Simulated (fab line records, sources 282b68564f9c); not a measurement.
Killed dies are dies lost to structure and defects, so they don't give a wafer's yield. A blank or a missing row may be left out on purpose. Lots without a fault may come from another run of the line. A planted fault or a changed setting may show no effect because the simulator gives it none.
Split-lot experiment | flow rit_cmos | 5 lots, 23 wafers read, on a route of 202 steps

THE SPLIT
At RIT_NRETRO_COAT_01 (resist thk 1300 nm), the setting spin_rpm was moved away from the recipe's 2000 rpm on 4 of the 23 wafers read, by -1.9% to +7.3%. The other wafers ran this setting at the recipe's value.

FROM THE SPLIT TO THE READING: what the file shows between them, 3 steps
- RIT_NRETRO_SOFTBAKE_02: time 60 s
- RIT_NRETRO_EXPOSE_03: exposes mask M4, target cd 43900 nm
- RIT_NRETRO_DEVELOP_05: develop time 68 s

THE READING
NOVOLAK_of_NRETRO_COAT_01.thk_nm (the simulator's own value, which no gauge read), in nm, at RIT_NRETRO_HARDBAKE_07 (time 120 s). The file gives no usual value for it. The 19 wafers here that ran the recipe average 1138 nm, standard deviation 2 nm.

wafer  | tool, chamber at the split | spin_rpm as run, rpm | against the recipe | NOVOLAK_of_NRETRO_COAT_01.thk_nm, nm | against lot-mates on the recipe
L076.1 | litho_track-03, 0          | 2000                 | recipe             | 1137                                 | -
L076.2 | litho_track-03, 0          | 2000                 | recipe             | 1138                                 | -
L076.6 | litho_track-03, 0          | 2000                 | recipe             | 1136                                 | -
L077.2 | litho_track-03, 0          | 2000                 | recipe             | 1140                                 | -
L077.5 | litho_track-03, 0          | 2000                 | recipe             | 1140                                 | -
L077.3 | litho_track-03, 0          | 2000                 | recipe             | 1139                                 | -
L077.4 | litho_track-03, 0          | 2000                 | recipe             | 1141                                 | -
L077.6 | litho_track-03, 0          | 2000                 | recipe             | 1137                                 | -
L079.2 | litho_track-02, 0          | 2146                 | +7.3%              | 1098                                 | -40
L079.3 | litho_track-02, 0          | 2000                 | recipe             | 1137                                 | -
L079.4 | litho_track-02, 0          | 2000                 | recipe             | 1136                                 | -
L079.5 | litho_track-02, 0          | 2000                 | recipe             | 1141                                 | -
L079.6 | litho_track-02, 0          | 2146                 | +7.3%              | 1100                                 | -38
L080.1 | litho_track-02, 0          | 2000                 | recipe             | 1136                                 | -
L080.2 | litho_track-02, 0          | 2000                 | recipe             | 1139                                 | -
L080.4 | litho_track-02, 0          | 2000                 | recipe             | 1135                                 | -
L080.5 | litho_track-02, 0          | 2000                 | recipe             | 1137                                 | -
L080.6 | litho_track-02, 0          | 2000                 | recipe             | 1138                                 | -
L084.1 | litho_track-02, 0          | 2000                 | recipe             | 1137                                 | -
L084.2 | litho_track-02, 0          | 2000                 | recipe             | 1133                                 | -
L084.3 | litho_track-02, 0          | 2000                 | recipe             | 1136                                 | -
L084.4 | litho_track-02, 0          | 1962                 | -1.9%              | 1149                                 | +14
L084.5 | litho_track-02, 0          | 1962                 | -1.9%              | 1145                                 | +10

THE FIT
A straight line over all 23 wafers: NOVOLAK_of_NRETRO_COAT_01.thk_nm changes by -5.25 nm for each +1% of spin_rpm; r = -0.99; the points scatter about the line by 2.1 nm.
The same after taking each lot's own level away (the mean of its wafers on the recipe; 23 wafers): -5.41 nm for each +1%; r = -0.99; scatter 1.7 nm.
On that fit, the largest move of spin_rpm shifts the reading by 39 nm.
The lots' own levels span 1135.3 to 1139.4 nm, that is 2.0 times the standard deviation above.
So the lot-to-lot level changes the slope little: the two slopes agree.
Check: with one of the wafers moved furthest among these (+7.3%) left out of the fit, the line predicts -38.7 nm for it against its lot-mates. It came out at -40 nm against them.

OTHER SPLITS ON THESE WAFERS
These wafers also went through other splits before the reading. Each is held against what the fit with the lots' levels taken away leaves over:
other split on the same wafers    | wafers away from the commonest value | r with NOVOLAK_of_NRETRO_COAT_01.thk_nm (lot level and that fit taken away)
RIT_ACTIVE_OXIDATION_01 ox_time_s | 15                                   | -0.04
RIT_ACTIVE_CVD_03 time_s          | 15                                   | -0.08
RIT_ACTIVE_ETCH_13 pressure_mtorr | 15                                   | -0.08
RIT_FOX1_OXIDATION_00 ox_time_s   | 15                                   | +0.08
RIT_NWELL_IMPLANT_08 energy_kev   | 5                                    | +0.01
RIT_PWELL_SOFTBAKE_02 temp_c      | 9                                    | -0.02

THE WHOLE CHAIN: every reading that the file lists as answering this split, in the file's order
step                   | what it does       | reading                                                                           | change (the file's fit)              | r (the file's)
RIT_NRETRO_COAT_01     | resist thk 1300 nm | NOVOLAK_of_NRETRO_COAT_01.thk_nm (the simulator's own value, which no gauge read) | -6.28 nm for each +1% of the setting | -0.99
RIT_NRETRO_HARDBAKE_07 | time 120 s         | NOVOLAK_of_NRETRO_COAT_01.thk_nm (the simulator's own value, which no gauge read) | -5.41 nm for each +1% of the setting | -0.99

THE FILE'S OWN FIT
NOVOLAK_of_NRETRO_COAT_01.thk_nm changes by -5.41 nm for each +1% of spin_rpm, r = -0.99.
